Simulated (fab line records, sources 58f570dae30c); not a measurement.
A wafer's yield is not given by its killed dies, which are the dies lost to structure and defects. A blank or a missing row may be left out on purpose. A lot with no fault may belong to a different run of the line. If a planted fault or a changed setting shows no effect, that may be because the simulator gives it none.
What tool caused it? + flow berkeley_cmos170 + 7 lots, 21 wafers sampled, at 2 steps of a route of 331

## WHAT THE GAUGES READ, wafer by wafer
UCB170_FIELD_THK_MEAS_91.
| lot  | measured     | on            | FIELD_OXIDE_LEFT_2_THK (nm) |
|------|--------------|---------------|-----------------------------|
| L384 | day 5 22:10  | film_metro-01 | 352 352 363                 |
| L386 | day 6 00:25  | film_metro-04 | 355 362 357                 |
| L388 | day 6 15:05  | film_metro-01 | 387 375 373                 |
| L399 | day 9 12:59  | film_metro-01 | 356 353 360                 |
| L401 | day 10 00:07 | film_metro-04 | 351 351 346                 |
| L403 | day 10 09:36 | film_metro-01 | 357 352 362                 |
| L405 | day 11 05:06 | film_metro-01 | 358 370 359                 |

## WHICH TOOL RAN EACH LOT (tool, then ch and the chambers of the sampled wafers, then the start)
| lot  | UCB170_NWELL_HMDS_06             |
|------|----------------------------------|
| L384 | litho_track-01 ch 0, day 2 14:26 |
| L386 | litho_track-03 ch 0, day 2 23:35 |
| L388 | litho_track-01 ch 0, day 3 12:21 |
| L399 | litho_track-03 ch 0, day 5 15:28 |
| L401 | litho_track-01 ch 0, day 6 05:28 |
| L403 | litho_track-04 ch 0, day 6 15:54 |
| L405 | litho_track-03 ch 0, day 7 02:26 |
- UCB170_NWELL_HMDS_06: prime time 60 s.

## THE ANSWER, worked out from the rows above alone
Rule: the usual values come from the lots themselves. The widest of any qualifying gaps counts: lots, ordered by their means at a reading, are off when they make up no more than a third of the lots, leave a main group of 4 or more, and stand apart from it by 3 or more times the standard deviation of that group's means. A main group is skipped when, at the precision printed for the reading in the tables above, its means are all equal. A lot without any number at a reading at which 4 lots or more have one is off too. Where the step has rows for the other lots, those lots are counted as sound.
Off: at UCB170_FIELD_THK_MEAS_91 (FIELD_OXIDE_LEFT_2_THK), L388. Mean 356 nm and standard deviation 3.8 in the main group.
If a tool, at a process step before that reading, ran all the lots that are off and no sound lot after the first of them, it fits. Those tools and the gauges at UCB170_FIELD_THK_MEAS_91 are tried in the same way. Not one of the candidates tried fits.

## WHAT HAD BEEN PUT IN BY THE SIMULATOR
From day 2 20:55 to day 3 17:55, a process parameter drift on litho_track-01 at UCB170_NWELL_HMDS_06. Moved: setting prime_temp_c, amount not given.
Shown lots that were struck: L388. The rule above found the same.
